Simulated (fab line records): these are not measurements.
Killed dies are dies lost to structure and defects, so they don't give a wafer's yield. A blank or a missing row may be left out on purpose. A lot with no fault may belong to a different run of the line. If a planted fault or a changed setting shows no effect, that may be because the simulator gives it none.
The same fault as seen by 2 desks | flow rit cmos | each desk has only its own numbers; what lay behind them comes last

## METROLOGY DESK
Means of the sampled wafers that have a number, per lot and without regard to the tool the lot ran on: this is what the gauges read. If a lot's mean is further than 4 standard deviations from the usual mean, the lot is out of limits and carries the mark OUT (the distance appears in the brackets). Of its 14 readings 7 are shown: those that lie furthest out on some lot.
Columns: A = NSD_RS at RIT_SDANNEAL_RS_MEAS_05, usual 84.66 ohm/sq; B = SILICIDE_TI_THK at RIT_SILICIDE_THK_MEAS_03, usual 29.8 nm; C = cd nm at RIT_CONTACT_CD_MEAS_08, usual 1000.1 nm; D = cd nm at RIT_CONTACT_CD_MEAS_90, usual 1000.1 nm; E = M1_AL_RS at RIT_M1_RS_MEAS_01, usual 0.0735 ohm/sq; F = M1_AL_THK at RIT_M1_THK_MEAS_02, usual 399 nm; G = M1_OVL at RIT_M1_OVL_MEAS_10, usual 0.0 nm
lot  | first seen here | A     | B    | C      | D      | E      | F   | G
L423 | day 3 11:20     | 84.29 | 30.4 | 999.3  | 999.0  | 0.0734 | 399 | -2.9
L426 | day 4 03:19     | 84.52 | 30.0 | 1005.0 | 1004.9 | 0.0730 | 401 | -1.6
L428 | day 4 16:11     | 84.53 | 29.8 | 999.3  | 999.3  | 0.0731 | 399 | 0.7
L430 | day 5 01:55     | 84.98 | 29.6 | 998.4  | 998.1  | 0.0742 | 395 | 0.0
L439 | day 6 22:17     | 84.51 | 30.0 | 1001.3 | 1001.5 | 0.0748 | 390 | 1.1
L444 | day 8 02:49     | 85.25 | 29.6 | 1000.0 | 1000.3 | 0.0743 | 396 | -0.3
Finding of this desk: none of the 6 lots has anything out of limits.

## AT THE TOOL OWNER'S DESK: rtp anneal-01
The tool's own readings at RIT_SILICIDE_RTA_04 (time 10 s, ramp up 5 s, ramp down 5 s): means of the sampled wafers that have a number, for each lot that ran on this tool. If a lot's mean is further than 4 standard deviations from the usual mean, the lot is out of limits and carries the mark OUT (the distance appears in the brackets).
Columns: A = wafer_temp_C_max at RIT_SILICIDE_RTA_04, usual 653.3
lot  | first seen here | A
L426 | day 4 04:08     | 653.6
L428 | day 4 17:01     | 653.0
L430 | day 5 02:44     | 654.1
L444 | day 8 03:38     | 653.0
Finding of this desk: none of the 4 lots has anything out of limits.

## BROUGHT TOGETHER
At the metrology desk, nothing out of limits was observed.
The tool owner's desk saw nothing out of limits.

## WHAT THE SIMULATOR HAD INSERTED
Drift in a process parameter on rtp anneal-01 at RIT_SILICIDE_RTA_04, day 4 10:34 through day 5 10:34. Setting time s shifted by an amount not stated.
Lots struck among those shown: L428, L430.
